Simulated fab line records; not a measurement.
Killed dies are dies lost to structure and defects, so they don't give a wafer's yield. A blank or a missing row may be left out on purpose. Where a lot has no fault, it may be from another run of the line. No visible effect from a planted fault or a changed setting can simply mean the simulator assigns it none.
Comparing a struck lot with a sound one | flow ritCmos | 43 out of 202 route steps
Sound: the wafers L892.4, L892.5, L892.6. Wafers struck: L908.1, L908.2, L908.4. The cause is named last.
At each step with rows: each side's tool, then ch and its chambers, then its first start. Under that, the readings that differ: sound wafers | struck wafers | difference of the means | sigmas: that difference in standard deviations of wafers without a fault.
alike: a reading whose means differ by less than 2 such deviations, as well as words and numbers matching on both sides. not compared: withheld readings; readings where some wafer has no value; bounds like >300 that might hide an equal value; numbers whose values overlap and for which the record gives no deviation.
A row with sigmas, a row that says differs or no value, or rows on one side alone: a step with any of these is where the two part. Non-overlapping numbers with no deviation appear without sigmas and do not part them. Lack of a reading on every wafer of one side parts them only where that side has two or more wafers.

first, 3 steps without rows for these wafers: RIT_REOX_CLEAN_01 (cleans in dHF, time 30 s); RIT_REOX_CLEAN_02 (cleans in SC2, time 600 s); RIT_REOX_OXIDATION_03 (target thk 25.2 nm, ox time 5580 s).
RIT_REOX_THK_MEAS_04:
  struck on filmMetro-03, day 6 04:46; sound on filmMetro-03, day 3 02:47
  alike: REOX_OXIDE_THK
then, 6 steps without rows for these wafers: RIT_NLDD_HMDS_00 (prime time 60 s); RIT_NLDD_COAT_01 (resist thk 1000 nm); RIT_NLDD_SOFTBAKE_02 (time 60 s); RIT_NLDD_EXPOSE_03 (exposes mask M7, target cd 40700 nm); RIT_NLDD_PEB_04; RIT_NLDD_DEVELOP_05 (develop time 50 s).
RIT_NLDD_OVL_MEAS_06:
  struck on overlay-01, day 6 05:41; sound on overlay-01, day 3 03:41
  alike: NLDD_OVL
then, 1 step without rows for these wafers: RIT_NLDD_HARDBAKE_07 (time 60 s).
RIT_NLDD_IMPLANT_08:
  sound on implanter-01 ch 0, day 3 03:56; struck on implanter-02 ch 0, day 6 05:52
reading          | sound            | struck            | difference | sigmas
beamOnS (s)      | 10.17 9.95 10.17 | 14.24 14.35 14.20 | +4.17      | +20
faradayCurrentUA | 1550 1585 1551   | 1104 1099 1114    | -456       | -14
RIT_NLDD_STRIP_09: strips in O2, time 180 s.
  sound on plasmaAsher-02 ch 0,1, day 3 04:04; struck on plasmaAsher-02 ch 0,1, day 6 06:01
  alike: drypumpMotorCurrentA, o2FlowSccm
  not compared: rfHoursCounterH
RIT_NLDD_TW_MEAS_10:
  struck on filmMetro-03, day 6 06:25; sound on filmMetro-02, day 3 04:13
reading | sound          | struck         | difference | sigmas
NLDD_TW | 2504 2498 2506 | 2728 2727 2728 | +225       | +11
  not compared: hold
then, 5 steps without rows for these wafers: RIT_PLDD_COAT_01 (resist thk 1000 nm); RIT_PLDD_SOFTBAKE_02 (time 60 s); RIT_PLDD_EXPOSE_03 (exposes mask M8, target cd 40900 nm); RIT_PLDD_PEB_04; RIT_PLDD_DEVELOP_05 (develop time 50 s).
RIT_PLDD_OVL_MEAS_06:
  struck on overlay-01, day 6 09:58; sound on overlay-01, day 3 05:06
  alike: PLDD_OVL
then, 2 steps without rows for these wafers: RIT_PLDD_HARDBAKE_07 (time 60 s); RIT_PLDD_IMPLANT_08.
RIT_PLDD_STRIP_09: strips in O2, time 180 s.
  sound on plasmaAsher-01 ch 0,1, day 3 05:29; struck on plasmaAsher-04 ch 0,1, day 6 10:22
reading                  | sound       | struck      | difference | sigmas
drypumpMotorCurrentA (A) | 5.4 5.4 5.5 | 6.6 6.2 6.2 | +0.9       | +2
  alike: o2FlowSccm
  not compared: rfHoursCounterH
RIT_PLDD_TW_MEAS_10:
  struck on filmMetro-01, day 6 10:32; sound on filmMetro-02, day 3 05:38
  alike: PLDD_TW
then, 4 steps without rows for these wafers: RIT_SPACER_CLEAN_00 (cleans in SC1, time 600 s); RIT_SPACER_CLEAN_01 (cleans in dHF, time 30 s); RIT_SPACER_CLEAN_02 (cleans in SC2, time 600 s); RIT_SPACER_CVD_03 (deposits Si3N4 from SiH2Cl2/NH3, target thk 250 nm, time 3300 s).
RIT_SPACER_THK_MEAS_04:
  struck on filmMetro-01, day 6 12:55; sound on filmMetro-04, day 3 07:58
reading                 | sound             | struck            | difference | sigmas
SPACER_NITRIDE_THK (nm) | 249.7 250.4 251.4 | 245.9 244.5 246.5 | -4.9       | -2
RIT_SPACER_ETCHBACK_05: etches Si3N4 in SF6/CHF3, stops on SiO2, target depth 250 nm, time 240 s.
  sound on rieDiel-02 ch 0,2,3, day 3 08:00; struck on rieDiel-02 ch 2,3, day 6 12:59
  alike: SF6_flow_sccm, drypumpMotorCurrentA, oesProductAu, throttleValvePct
  not compared: rfHoursCounterH
then, 6 steps without rows for these wafers: RIT_NSD_HMDS_00 (prime time 60 s); RIT_NSD_COAT_01 (resist thk 1000 nm); RIT_NSD_SOFTBAKE_02 (time 60 s); RIT_NSD_EXPOSE_03 (exposes mask M9, target cd 40700 nm); RIT_NSD_PEB_04; RIT_NSD_DEVELOP_05 (develop time 50 s).
RIT_NSD_OVL_MEAS_06:
  struck on overlay-01, day 6 13:59; sound on overlay-02, day 3 09:14
  alike: NSD_OVL
then, 2 steps without rows for these wafers: RIT_NSD_HARDBAKE_07 (time 60 s); RIT_NSD_IMPLANT_08.
RIT_NSD_STRIP_09: strips in O2, time 180 s.
  sound on plasmaAsher-01 ch 0,1, day 3 09:37; struck on plasmaAsher-03 ch 0,1, day 6 14:19
reading           | sound          | struck         | difference | sigmas
o2FlowSccm (sccm) | 3998 4004 4009 | 3982 3986 3983 | -20        | -2
  alike: drypumpMotorCurrentA
  not compared: rfHoursCounterH
RIT_SDANNEAL_RS_MEAS_07: a four-point-probe measurement.
  struck on filmMetro-02, day 6 17:19; sound on filmMetro-02, day 3 12:03
reading          | sound             | struck            | difference | sigmas
NLDD_RS (ohm/sq) | 151.1 150.8 150.9 | 113.4 113.6 113.0 | -37.6      | -67
  not compared: hold
RIT_M1_PROBE_99:
  sound wafers here have rows in the record (prober-01, day 3 20:49); struck ones have none

## WHERE THEY PART
At RIT_NLDD_IMPLANT_08 first; at RIT_M1_PROBE_99 last (within this record only).

WHY: whatever the simulator had introduced
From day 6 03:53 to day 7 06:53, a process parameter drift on implanter-02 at RIT_NLDD_IMPLANT_08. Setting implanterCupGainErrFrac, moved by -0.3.
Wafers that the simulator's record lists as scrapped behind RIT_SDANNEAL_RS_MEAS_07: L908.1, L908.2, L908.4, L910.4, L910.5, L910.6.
